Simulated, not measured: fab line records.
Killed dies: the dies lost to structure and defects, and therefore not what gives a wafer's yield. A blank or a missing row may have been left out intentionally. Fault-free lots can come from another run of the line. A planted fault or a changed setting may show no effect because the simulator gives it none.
Code-filled problem report in 8D (eight disciplines) form | flow rit cmos | the parts of the form that need people (team, actions taken, sign-off) are left out

## 1. THE ISSUE
Mean M1_AL_RS at RIT_M1_RS_MEAS_01: 0.0668 ohm/sq over 6 wafers in 2 lots; fault-free wafers: 0.0750 ohm/sq, standard deviation 0.0011. Measured from the usual mean, that is -7.5 standard deviations.
The step: measures by four-point-probe.
First observed at day 4 23:00: wafer L560.3, on film metro-03. Wafers with a number at this step in the record: 42, from 14 lots. The rule behind "out" and "out of limits": a value lying over 4 standard deviations away from the usual mean. The other wafers with a number count as sound.

## 2. WHAT IT IS; WHAT IT IS NOT
question                    | is                           | is not
which readings at this step | M1_AL_RS                     | -
which lots                  | L560, L562                   | L552, L555, L556, L558, L563, L565, L566, L567, L568, L571, L573, L575
which wafers of those lots  | all that have a number       | -
read on which gauges        | film metro-01, film metro-03 | film metro-02
when                        | from day 4 23:00             | up to then (12 sound wafers); but 24 sound wafers of L563, L565, L566, L567, L568, L571, L573, L575 came after

## 3. SUSPECTS, AND WHAT RULES EACH OUT
Counting: a tool at any process step up to the reading remains a suspect when it ran all the lots that are out and ran no sound lot after the first of those.
- the gauge at RIT_M1_RS_MEAS_01: ruled out. Those wafers that are out were read across 2 gauges (film metro-01, film metro-03).
- pvd sputter-01 at RIT_M1_SPUTTER_00 (material Al, target thk 400 nm, time 487 s): kept. Every lot that is out went through it, starting with L560 (day 4 22:40), and after that it ran no sound lot; the last sound lot it ran before then is L558 (day 4 12:53).
Left after counting: pvd sputter-01 at RIT_M1_SPUTTER_00.

## 4. THE CAUSE (what the simulator had put in)
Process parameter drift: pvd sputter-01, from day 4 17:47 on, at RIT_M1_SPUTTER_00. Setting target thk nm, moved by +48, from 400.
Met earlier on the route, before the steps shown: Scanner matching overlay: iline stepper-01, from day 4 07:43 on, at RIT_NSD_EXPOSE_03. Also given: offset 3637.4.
This tool alone remained once counting was done.

## 5. THE CHAIN OF EFFECTS, in route order
One row per reading whose mean, taken over the struck wafers that have a number, lies over 3 standard deviations from the usual. Scope: only readings with a usual standard deviation given in the record; hours: median across lots of the time from each lot's start at the first step in this table that gives one to its start at this step; sigmas: change in usual standard deviations.
hours | step                 | reading             | usual         | on struck wafers | change  | sigmas
0     | RIT_M1_RS_MEAS_01    | M1_AL_RS            | 0.0750 ohm/sq | 0.0668           | -0.0082 | -7.5
0     | RIT_M1_THK_MEAS_02   | M1_AL_THK           | 388 nm        | 434              | +46     | +8.2
2     | RIT_M1_METAL_ETCH_12 | oes product au      | 0.770 a.u.    | 0.821            | +0.051  | +3.2
4     | RIT_M1_PROBE_99      | killed at front end | 6             | 256              | +250    | +78
4     | RIT_M1_PROBE_99      | killed dies         | 7             | 256              | +250    | +78
4     | RIT_M1_PROBE_99      | killed on rim       | 1.7           | 67.7             | +66.0   | +47
Here are the process steps it includes:
- RIT_M1_METAL_ETCH_12: etches Al in Cl2/BCl3, stops on SiO2, time 165 s, target depth 600 nm.
- RIT_M1_PROBE_99

## 6. WHAT WOULD HAVE CAUGHT IT SOONER
5 hours passed between the start of the fault at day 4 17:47 and the first reading out of limits at a measuring or inspecting step in this record, taken at day 4 23:00.
Tool readings at RIT_M1_SPUTTER_00 with a usual standard deviation given in the record: none out on any struck wafer, hence no alarm at a limit of 4 standard deviations on them.
Of the lots that are out (2), L562 began RIT_M1_SPUTTER_00 on pvd sputter-01 after day 4 23:00. Putting the tool on hold at that point would have spared it.
